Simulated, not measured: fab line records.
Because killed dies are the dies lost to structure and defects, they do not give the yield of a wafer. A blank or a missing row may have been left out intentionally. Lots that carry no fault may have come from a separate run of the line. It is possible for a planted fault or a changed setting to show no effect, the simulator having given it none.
fab line records	flow rit_cmos
record: lots: 6	wafers: 18	last_day: 7
route steps=202 shown PSD@144 SDANNEAL@153 NSD@158 PLDD@159 NLDD@160 M1@202
lots untouched by any fault: they come from a run of this same line in which no faults occurred
start_h: start of the lot's first displayed wafer, in hours after the record's first day	wait_h: time in hours since the lot's previous step	" unchanged from the row above	L1.1+2: a single row standing in for several wafers	- value missing, or start not given	* or withheld: withheld	< > ~ a bound
route shown NAME@n: names a module that has steps shown in the file, with the first one's number in the route	usual: average and standard deviation across the fault-free wafers	same: alike in all rows	chamber/n: place in a boat	sites: the reading at each site	_std_site: their standard deviation	_edge_site: mean of outer sites minus mean of inner sites	radius_mm: how far each site lies from the wafer's centre	mask NAME#n: copy n	behind: tool/chamber where the wafer was last shaped	hold: reason for holding the lot/hours on hold/outcome of the hold	device: transistor that didn't switch, given as n, p or np	end of line: the tests these same wafers got at the end of their route	step lacking rows: just its recipe	killed: count of dies lost to structure and defects at first sort (not the wafer's yield)	map: the dies of a wafer, with x for killed, . for not killed, _ for no die there
set.NAME: the setting the step ran with; set.NAME@STEP: the setting that earlier step ran with	model.NAME: the simulator's own value behind a step, which no gauge read
certain route steps with their lots: each step a table, each wafer a row
services: the hour from which a tool's chamber was out of use, counted from the record's first day as start_h (under 0 if before that day), plus the number of hours and why
== steps ==
step: RIT_PSD_SOFTBAKE_02
recipe: resist: NOVOLAK	temp_c: 90	time_s: 60
step: RIT_PSD_EXPOSE_03
recipe: mask_id: M10	na: 0.57	target_cd_nm: 40900	dose_mj: 250
step: RIT_PSD_PEB_04
recipe: resist: NOVOLAK	temp_c: withheld	time_s: withheld
step: RIT_PSD_DEVELOP_05
recipe: resist: NOVOLAK	develop_time_s: 50	dev_temp_c: 23
step: RIT_PSD_OVL_MEAS_06
usual: PSD_OVL: -0.3/1.3
lot.wafer	tool	chamber	start_h	wait_h	PSD_OVL[nm]
L751.3	overlay-01	-	63.13	-	-1.0
L751.4	"	-	"	"	0.6
L751.6	"	-	"	"	-0.3
L752.1	overlay-01	-	67.77	-	-0.9
L752.5	"	-	"	"	-2.4
L752.6	"	-	"	"	0.6
L765.1	overlay-01	-	134.42	-	-0.2
L765.2	"	-	"	"	-1.4
L765.5	"	-	"	"	-1.3
L767.1	overlay-02	-	144.45	-	-2.1
L767.4	"	-	"	"	-0.5
L767.6	"	-	"	"	-3.5
L768.3	overlay-01	-	147.35	-	1.8
L768.4	"	-	"	"	0.4
L768.6	"	-	"	"	1.2
L770.1	overlay-01	-	157.81	-	-0.2
L770.3	"	-	"	"	0.1
L770.4	"	-	"	"	0.9
step: RIT_PSD_HARDBAKE_07
recipe: resist: NOVOLAK	temp_c: 140	time_s: 60
step: RIT_PSD_IMPLANT_08
recipe: species: BF2	energy_kev: 27	dose_cm2: 5e+15	tilt_deg: 7
step: RIT_PSD_STRIP_09
recipe: chemistry: O2	time_s: 180	resist: NOVOLAK	platen_temp_c: withheld	power_w: 500	pressure_mtorr: 4000	o2_flow_sccm: 4000
usual: drypump_motor_current_A: 5.6/0.47
lot.wafer	tool	chamber	start_h	wait_h	drypump_motor_current_A	rf_hours_counter_h
L751.3	plasma_asher-04	0	63.52	0.1	6.0	-
L751.4	"	1	"	"	5.4	-
L751.6	"	1	"	"	5.4	-
L752.1	plasma_asher-04	0	68.11	0.1	6.0	28
L752.5	"	1	"	"	5.4	-
L752.6	"	0	"	"	6.0	-
L765.1	plasma_asher-03	0	134.75	0.1	5.0	46
L765.2	"	1	"	"	6.1	46
L765.5	"	0	"	"	5.0	-
L767.1	plasma_asher-03	0	144.79	0.1	5.0	47
L767.4	"	0	"	"	5.0	-
L767.6	"	1	"	"	6.1	-
L768.3	plasma_asher-03	1	147.73	0.1	6.1	-
L768.4	"	0	"	"	5.0	-
L768.6	"	1	"	"	6.1	-
L770.1	plasma_asher-03	1	158.15	0.1	6.1	49
L770.3	"	1	"	"	6.1	-
L770.4	"	0	"	"	5.0	-
step: RIT_PSD_TW_MEAS_10
usual: PSD_TW: 3427/23
lot.wafer	tool	chamber	start_h	wait_h	PSD_TW
L751.3	film_metro-01	-	63.65	0.1	3463
L751.4	"	-	"	"	3463
L751.6	"	-	"	"	3449
L752.1	film_metro-02	-	68.28	0.1	3456
L752.5	"	-	"	"	3461
L752.6	"	-	"	"	3450
L765.1	film_metro-01	-	134.93	0.1	3446
L765.2	"	-	"	"	3437
L765.5	"	-	"	"	3435
L767.1	film_metro-01	-	144.96	0.1	3474
L767.4	"	-	"	"	3467
L767.6	"	-	"	"	3451
L768.3	film_metro-02	-	147.86	0.1	3389
L768.4	"	-	"	"	3386
L768.6	"	-	"	"	3384
L770.1	film_metro-03	-	158.33	0.1	3460
L770.3	"	-	"	"	3446
L770.4	"	-	"	"	3443
step: RIT_SDANNEAL_CLEAN_00
recipe: chemistry: SC1	mix: 3:3:50	time_s: 600	temp_c: 75
step: RIT_SDANNEAL_CLEAN_01
recipe: chemistry: dHF	dilution: 50:1	time_s: 30
step: RIT_SDANNEAL_CLEAN_02
recipe: chemistry: SC2	mix: 3:3:50	time_s: 600	temp_c: 75	dry: n2_spin
step: RIT_SDANNEAL_RTA_03
recipe: temp_c: 1050	time_s: 5	idle_temp_c: 600	ramp_up_c_per_s: 342	ramp_down_c_per_s: 171	cool_to_c: 600	ambient: N2
usual: wafer_temp_C_max: 1053.6/1.2
lot.wafer	tool	chamber	start_h	wait_h	wafer_temp_C_max
L751.3	rtp_anneal-02	0	64.10	0.0	1053.9
L751.4	"	0	"	"	1054.6
L751.6	"	0	"	"	1053.0
L752.1	rtp_anneal-01	0	68.72	0.0	1054.4
L752.5	"	0	"	"	1054.3
L752.6	"	0	"	"	1053.0
L765.1	rtp_anneal-01	0	135.39	0.0	1053.6
L765.2	"	0	"	"	1052.6
L765.5	"	0	"	"	1053.4
L767.1	rtp_anneal-01	0	145.39	0.0	1053.2
L767.4	"	0	"	"	1054.4
L767.6	"	0	"	"	1053.9
L768.3	rtp_anneal-02	0	148.47	0.0	1052.4
L768.4	"	0	"	"	1053.1
L768.6	"	0	"	"	1054.5
L770.1	rtp_anneal-02	0	158.75	0.0	1053.8
L770.3	"	0	"	"	1053.3
L770.4	"	0	"	"	1054.7
step: RIT_SDANNEAL_RS_MEAS_04
recipe: thk_meas_gauge: four-point-probe
usual: PSD_RS: 115.9/0.36
lot.wafer	tool	chamber	start_h	wait_h	PSD_RS[ohm/sq]
L751.3	film_metro-01	-	64.22	0.1	116.0
L751.4	"	-	"	"	116.0
L751.6	"	-	"	"	116.2
L752.1	film_metro-01	-	68.78	0.0	116.1
L752.5	"	-	"	"	115.8
L752.6	"	-	"	"	115.5
L765.1	film_metro-01	-	135.44	0.0	128.6
L765.2	"	-	"	"	128.8
L765.5	"	-	"	"	128.1
L767.1	film_metro-02	-	145.45	0.0	127.7
L767.4	"	-	"	"	128.1
L767.6	"	-	"	"	128.0
L768.3	film_metro-03	-	148.54	0.1	116.1
L768.4	"	-	"	"	116.2
L768.6	"	-	"	"	116.0
L770.1	film_metro-03	-	158.81	0.0	116.1
L770.3	"	-	"	"	116.3
L770.4	"	-	"	"	115.9
step: RIT_SDANNEAL_RS_MEAS_05
recipe: thk_meas_gauge: four-point-probe
usual: NSD_RS: 84.6/0.35
lot.wafer	tool	chamber	start_h	wait_h	NSD_RS[ohm/sq]
L751.3	film_metro-01	-	64.34	0.1	84.9
L751.4	"	-	"	"	84.7
L751.6	"	-	"	"	84.9
L752.1	film_metro-01	-	68.90	0.1	84.6
L752.5	"	-	"	"	84.8
L752.6	"	-	"	"	84.3
L765.1	film_metro-01	-	135.56	0.1	85.4
L765.2	"	-	"	"	85.3
L765.5	"	-	"	"	85.1
L767.1	film_metro-02	-	145.57	0.1	84.9
L767.4	"	-	"	"	85.5
L767.6	"	-	"	"	85.1
L768.3	film_metro-03	-	148.66	0.1	84.7
L768.4	"	-	"	"	84.7
L768.6	"	-	"	"	84.8
L770.1	film_metro-03	-	158.93	0.1	84.8
L770.3	"	-	"	"	84.5
L770.4	"	-	"	"	84.8
step: RIT_SDANNEAL_RS_MEAS_06
recipe: thk_meas_gauge: four-point-probe
usual: PLDD_RS: 178.7/0.57
lot.wafer	tool	chamber	start_h	wait_h	PLDD_RS[ohm/sq]
L751.3	film_metro-01	-	64.46	0.1	179.4
L751.4	"	-	"	"	179.1
L751.6	"	-	"	"	179.7
L752.1	film_metro-01	-	69.02	0.1	178.9
L752.5	"	-	"	"	178.6
L752.6	"	-	"	"	178.3
L765.1	film_metro-01	-	135.68	0.1	191.6
L765.2	"	-	"	"	192.2
L765.5	"	-	"	"	191.6
L767.1	film_metro-02	-	145.69	0.1	191.3
L767.4	"	-	"	"	191.3
L767.6	"	-	"	"	190.8
L768.3	film_metro-03	-	148.78	0.1	179.4
L768.4	"	-	"	"	179.5
L768.6	"	-	"	"	179.4
L770.1	film_metro-03	-	159.05	0.1	178.9
L770.3	"	-	"	"	178.8
L770.4	"	-	"	"	178.8
step: RIT_SDANNEAL_RS_MEAS_07
recipe: thk_meas_gauge: four-point-probe
usual: NLDD_RS: 150.3/0.55
lot.wafer	tool	chamber	start_h	wait_h	NLDD_RS[ohm/sq]
L751.3	film_metro-01	-	64.58	0.1	150.8
L751.4	"	-	"	"	150.8
L751.6	"	-	"	"	150.8
L752.1	film_metro-01	-	69.14	0.1	151.2
L752.5	"	-	"	"	151.4
L752.6	"	-	"	"	151.0
L765.1	film_metro-01	-	135.80	0.1	150.4
L765.2	"	-	"	"	150.1
L765.5	"	-	"	"	150.1
L767.1	film_metro-02	-	145.81	0.1	150.0
L767.4	"	-	"	"	150.6
L767.6	"	-	"	"	149.6
L768.3	film_metro-03	-	148.90	0.1	149.5
L768.4	"	-	"	"	150.5
L768.6	"	-	"	"	149.9
L770.1	film_metro-03	-	159.17	0.1	150.3
L770.3	"	-	"	"	150.0
L770.4	"	-	"	"	150.4
step: RIT_M1_PROBE_99
usual: killed_at_contacts: 0.1/0.36	killed_at_front_end: 7.2/2.9	killed_dies: 7.4/2.9	killed_open: 3.8/2	killed_short: 3.5/2
same: gross_dies: 264	killed_at_M0_to_M3: 0	killed_at_M4_up: 0	killed_at_back_side: 0	killed_at_other: 0
lot.wafer	tool	chamber	start_h	wait_h	killed_at_contacts	killed_at_front_end	killed_dies	killed_open	killed_short	model.etest.pmos_turned.r_on_ohm_um	model.etest.pmos_0p3.r_on_ohm_um	model.etest.pmos_0p15.r_on_ohm_um	model.etest.pmos_0p15.drive_ua_um_rim_less_centre	model.etest.pmos_0p15.drive_ua_um_range	model.etest.pldd.rs_ohm_sq_rim_less_centre	model.etest.pldd.rs_ohm_sq_range	model.etest.pmos_turned.drive_ua_um
L751.3	prober-01	-	72.00	0.2	0	4	4	4	0	3340	6427	2717	1.512	4.533	0.4664	8.526	197.8
L751.4	prober-01	-	72.05	0.2	0	6	6	3	3	3434	6633	2836	1.435	3.654	-1.741	8.288	192.1
L751.6	prober-01	-	72.15	0.2	0	8	8	5	3	3338	6400	2698	-1.572	3.034	5.765	10.76	197.7
L752.1	prober-02	-	76.39	0.1	0	8	8	1	7	3133	6155	2582	-2.311	4.258	1.14	9.125	216.3
L752.5	prober-02	-	76.59	0.2	0	4	4	1	3	3213	6140	2641	-2.467	3.95	2.344	10.69	208.2
L752.6	prober-02	-	76.64	0.2	0	6	6	4	2	3225	6164	2657	-2.805	4.257	0.0666	7.045	209.2
L765.1	prober-02	-	143.11	0.1	0	9	9	5	4	3579	6351	2826	-49.21	49.84	42.83	47.99	179.3
L765.2	prober-02	-	143.16	0.1	0	6	6	2	4	3533	6335	2798	-46.77	47.74	39.5	43.5	182.1
L765.5	prober-02	-	143.31	0.2	0	8	8	3	5	3483	6247	2745	-48.96	51.09	41.36	45.81	186.4
L767.1	prober-02	-	153.02	0.1	0	6	6	3	3	4067	6615	3112	-48.53	49.73	40.48	41.43	149.1
L767.4	prober-02	-	153.17	0.2	0	11	11	4	7	4134	6776	3174	-46.09	47.57	36.85	40.9	143.1
L767.6	prober-02	-	153.27	0.2	0	10	10	6	4	4069	6679	3194	-47.26	48.65	37.35	40.09	149.9
L768.3	prober-01	-	156.33	0.2	0	4	4	2	2	3212	6119	2609	-7.64	9.443	8.264	11.99	204.5
L768.4	prober-01	-	156.38	0.2	0	7	7	5	2	3268	6240	2650	-5.746	7.322	12.74	15.89	206.7
L768.6	prober-01	-	156.48	0.2	0	9	9	3	6	3202	6149	2609	-3.099	8.39	7.767	13.48	208.9
L770.1	prober-01	-	166.26	0.1	1	5	6	4	2	3216	6122	2630	-4.065	5.126	3.088	11.62	204.8
L770.3	prober-01	-	166.36	0.2	0	7	7	1	6	3235	6127	2636	-4.282	6.564	-1.906	9.586	204
L770.4	prober-01	-	166.41	0.2	0	7	7	4	3	3230	6110	2598	-4.959	6.244	3.156	7.803	206.9
killed by level:class
L751.3 REOX:geometric_particle:open=2 SPACER:geometric_particle:open=2
L751.4 FOX1:geometric_particle:short=1 FOX1:geometric_particle:open=1 REOX:geometric_particle:short=1 REOX:geometric_particle:open=1 SPACER:geometric_particle:short=1 SILICIDE:geometric_particle:open=1
L751.6 FOX1:geometric_particle:short=1 FOX1:geometric_particle:open=1 FOX2:geometric_particle:open=1 FOX2:geometric_particle:short=1 GATE:geometric_particle:open=1 SPACER:geometric_particle:open=1 SPACER:geometric_particle:short=1 SILICIDE:geometric_particle:open=1
L752.1 GATE:geometric_particle:short=5 FOX1:geometric_particle:short=1 FOX2:geometric_particle:short=1 SILICIDE:geometric_particle:open=1
L752.5 GATE:geometric_particle:open=1 GATE:geometric_particle:short=1 REOX:geometric_particle:short=1 SILICIDE:geometric_particle:short=1
L752.6 SPACER:geometric_particle:open=3 FOX2:geometric_particle:open=1 GATE:geometric_particle:short=1 SPACER:geometric_particle:short=1
L765.1 GATE:geometric_particle:open=3 GATE:geometric_particle:short=2 REOX:geometric_particle:short=2 REOX:geometric_particle:open=1 SILICIDE:geometric_particle:open=1
L765.2 SILICIDE:geometric_particle:short=2 FOX1:geometric_particle:open=1 FOX2:geometric_particle:short=1 REOX:geometric_particle:short=1 REOX:geometric_particle:open=1
L765.5 GATE:geometric_particle:short=2 SPACER:geometric_particle:open=2 SPACER:geometric_particle:short=2 FOX2:geometric_particle:short=1 GATE:geometric_particle:open=1
L767.1 GATE:geometric_particle:open=2 SILICIDE:geometric_particle:short=2 SPACER:geometric_particle:short=1 SILICIDE:geometric_particle:open=1
L767.4 FOX1:geometric_particle:short=2 GATE:geometric_particle:short=2 SPACER:geometric_particle:open=2 FOX2:geometric_particle:short=1 GATE:geometric_particle:open=1 SPACER:geometric_particle:short=1 SILICIDE:geometric_particle:short=1 SILICIDE:geometric_particle:open=1
L767.6 GATE:geometric_particle:open=2 SILICIDE:geometric_particle:short=2 SILICIDE:geometric_particle:open=2 FOX2:geometric_particle:short=1 REOX:geometric_particle:short=1 REOX:geometric_particle:open=1 SPACER:geometric_particle:open=1
L768.3 GATE:geometric_particle:open=2 REOX:geometric_particle:short=1 SPACER:geometric_particle:short=1
L768.4 GATE:geometric_particle:open=3 FOX1:geometric_particle:short=1 SPACER:geometric_particle:open=1 SILICIDE:geometric_particle:open=1 SILICIDE:geometric_particle:short=1
L768.6 FOX1:geometric_particle:short=3 SPACER:geometric_particle:short=2 FOX1:geometric_particle:open=1 GATE:geometric_particle:open=1 REOX:geometric_particle:short=1 REOX:geometric_particle:open=1
L770.1 GATE:geometric_particle:open=2 FOX1:geometric_particle:short=1 GATE:geometric_particle:short=1 SILICIDE:geometric_particle:open=1 CONTACT:geometric_particle:open=1
L770.3 GATE:geometric_particle:short=3 FOX1:geometric_particle:short=1 FOX2:geometric_particle:short=1 FOX2:geometric_particle:open=1 SILICIDE:geometric_particle:short=1
L770.4 GATE:geometric_particle:open=2 FOX1:geometric_particle:short=1 FOX2:geometric_particle:open=1 GATE:geometric_particle:short=1 SILICIDE:geometric_particle:open=1 SILICIDE:geometric_particle:short=1
== services ==
tool	chamber	start_h	hours	kind
plasma_asher-04	-	46.32	3.4	repair
plasma_asher-03	-	62.75	3.1	repair
plasma_asher-03	-	66.82	15.6	pm
plasma_asher-04	-	108.75	1.5	repair
rtp_anneal-02	-	133.09	5.1	pm
== key ==
first_sign: step: RIT_SDANNEAL_RS_MEAS_04	reading: PSD_RS	direction: up	sigmas: 34	usual: 115.9	struck: 128.2
effect: step: RIT_SDANNEAL_RS_MEAS_05	reading: NSD_RS	direction: up	sigmas: 1.8	usual: 84.6	struck: 85.2
effect: step: RIT_SDANNEAL_RS_MEAS_06	reading: PLDD_RS	direction: up	sigmas: 22	usual: 178.7	struck: 191.5
model_effect: step: RIT_M1_PROBE_99	value: etest.pmos_turned.r_on_ohm_um	without: 3396	struck: 3811
met_at RIT_SDANNEAL_RTA_03
struck_wafers L765.1,L765.2,L765.5,L767.1,L767.4,L767.6
tester_left_out L765,L767
onset_between 68.72 135.39
fault: kind: process_parameter_drift	tool: rtp_anneal-01	chamber: -	onset_h: 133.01	steps: RIT_SDANNEAL_RTA_03	channel: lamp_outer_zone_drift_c	offset: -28	shape: step	end_h: 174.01
tester_left_out: of these lots the tester's yield and bins aren't shown, on N5 and GAA mostly nor the transistor test; their killed dies are dies lost to structure and defects alone, not to doping, threshold or leakage, so they don't give the yield
